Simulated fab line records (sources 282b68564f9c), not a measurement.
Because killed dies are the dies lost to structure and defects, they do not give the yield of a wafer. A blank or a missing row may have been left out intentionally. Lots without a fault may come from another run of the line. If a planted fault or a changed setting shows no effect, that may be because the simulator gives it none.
A lot that was struck, set against a sound lot + flow rit cmos + 21 out of 202 route steps
Sound: the wafers L118.1, L118.3, L118.5. The struck wafers were L124.1, L124.4, L124.6. The cause comes at the end.
For every step that has rows: the tool of each side, followed by ch and its chambers, followed by its first start. Under that, the readings that differ: sound wafers + struck wafers + difference of the means + sigmas: that difference in standard deviations of wafers without a fault.
alike: words and numbers the same on both sides, and readings whose means are apart by under 2 such deviations; not compared: readings that were withheld, readings missing a value for some wafer, numbers with overlapping values and no deviation given by the record, and bounds like >300 which may hide the same value.
A row with sigmas, a row that says differs or no value, or rows on one side alone: a step with any of these is where the two part. Numbers that don't overlap but have no deviation are shown without sigmas and don't part them. Lack of a reading on every wafer of one side parts them only where that side has two or more wafers.

first, 1 step without rows for these wafers: RIT_CONTACT_HARDBAKE_10 (time 60 s).
RIT_CONTACT_ETCH_11: etches SiO2 in CHF3/CF4/Ar, stops on TiSi2, target depth 480 nm, time 320 s.
  sound on rie diel-04 ch 0,1,2, day 4 20:50; struck on rie diel-04 ch 0,1,2, day 5 23:40
  alike: drypump motor current A, oes product au, throttle valve pct
  not compared: rf hours counter h
RIT_CONTACT_STRIP_12: strips in O2, time 180 s.
  sound on plasma asher-04 ch 0,1, day 4 21:02; struck on plasma asher-04 ch 0,1, day 5 23:51
  alike: drypump motor current A, rf refl power W
  not compared: rf hours counter h
RIT_CONTACT_CD_MEAS_90 targets a cd of 1000 nm.
  sound on cd sem-02 at day 4 21:14; struck on cd sem-01 at day 6 00:02
  alike: cd nm
then, 2 steps without rows for these wafers: RIT_CONTACT_CLEAN_13 (cleans in SC1, time 600 s); RIT_CONTACT_CLEAN_14 (cleans in SC2, time 600 s).
RIT_M1_SPUTTER_00: material Al, target thk 400 nm, time 500 s.
  sound on pvd sputter-01 at day 4 21:44; struck on pvd sputter-04 at day 6 00:31
  alike: cathode dc power W, throttle valve pct
RIT_M1_RS_MEAS_01: uses a four-point probe to measure.
  sound on film metro-03 at day 4 22:02; struck on film metro-02 at day 6 00:49
  alike: M1_AL_RS
RIT_M1_THK_MEAS_02: measures by xrf.
  sound on film metro-03 at day 4 22:09; struck on film metro-02 at day 6 00:56
  alike: M1_AL_THK
then, 3 steps without rows for these wafers: RIT_M1_HMDS_03 (prime time 60 s); RIT_M1_COAT_04 (resist thk 1280 nm); RIT_M1_SOFTBAKE_05 (time 60 s).
RIT_M1_EXPOSE_06: exposes mask M12, target cd 2600 nm.
  sound on iline stepper-02 ch 0, day 4 22:40; struck on iline stepper-01 ch 0, day 6 01:34
| reading              | sound                | struck               | difference | sigmas |
|----------------------|----------------------|----------------------|------------|--------|
| exposure dose mJ cm2 | 248.28 247.82 247.72 | 230.01 229.62 229.57 | -18.21     | -73    |
  alike: mask, stage vel mm s
then, 2 steps without rows for these wafers: RIT_M1_PEB_07; RIT_M1_DEVELOP_08 (develop time 68 s).
RIT_M1_CD_MEAS_09 targets a cd of 2600 nm.
  sound on cd sem-02 at day 4 23:05; struck on cd sem-01 at day 6 01:59
| reading    | sound                | struck               | difference | sigmas |
|------------|----------------------|----------------------|------------|--------|
| cd nm (nm) | 2601.9 2603.0 2605.0 | 2620.6 2622.7 2623.0 | +18.8      | +10    |
RIT_M1_OVL_MEAS_10:
  sound on overlay-01 at day 4 23:13; struck on overlay-02 at day 6 02:07
  alike: M1_OVL
then, 1 step without rows for these wafers: RIT_M1_HARDBAKE_11 (time 120 s).
RIT_M1_METAL_ETCH_12: etches Al in Cl2/BCl3, stops on SiO2, time 165 s, target depth 600 nm.
  sound on rie metal-04 ch 0, day 4 23:30; struck on rie metal-04 ch 0,1, day 6 02:24
| reading             | sound          | struck         | difference | sigmas |
|---------------------|----------------|----------------|------------|--------|
| model.M1.cd nm (nm) | 2600 2601 2604 | 2621 2622 2621 | +20        |        |
  alike: drypump motor current A, oes product au, throttle valve pct
  not compared: rf hours counter h
then, 1 step without rows for these wafers: RIT_M1_STRIP_13 (strips in nmp, time 600 s).
RIT_M1_PROBE_99:
  sound on prober-02 at day 5 01:55; struck on prober-01 at day 6 04:43
| reading                      | sound          | struck         | difference | sigmas |
|------------------------------|----------------|----------------|------------|--------|
| model.etest.m1.width nm (nm) | 2604 2604 2596 | 2625 2621 2625 | +22        |        |
  alike: defect limited yield, killed at front end, killed dies, killed open, killed short, sort_bin_3_pad_short, sort_bin_5_function, sort_bin_6_memory, sort n pass, sort yield pct

## WHERE THEY PART
At RIT_M1_EXPOSE_06 first; at RIT_M1_CD_MEAS_09 last (within this record only). Later steps at which nothing parts them and some readings are alike: RIT_M1_OVL_MEAS_10, RIT_M1_METAL_ETCH_12, RIT_M1_PROBE_99.

WHY: whatever the simulator had introduced
Process parameter drift: iline stepper-01, from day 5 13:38 on, at RIT_M1_EXPOSE_06. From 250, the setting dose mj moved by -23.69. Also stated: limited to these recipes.
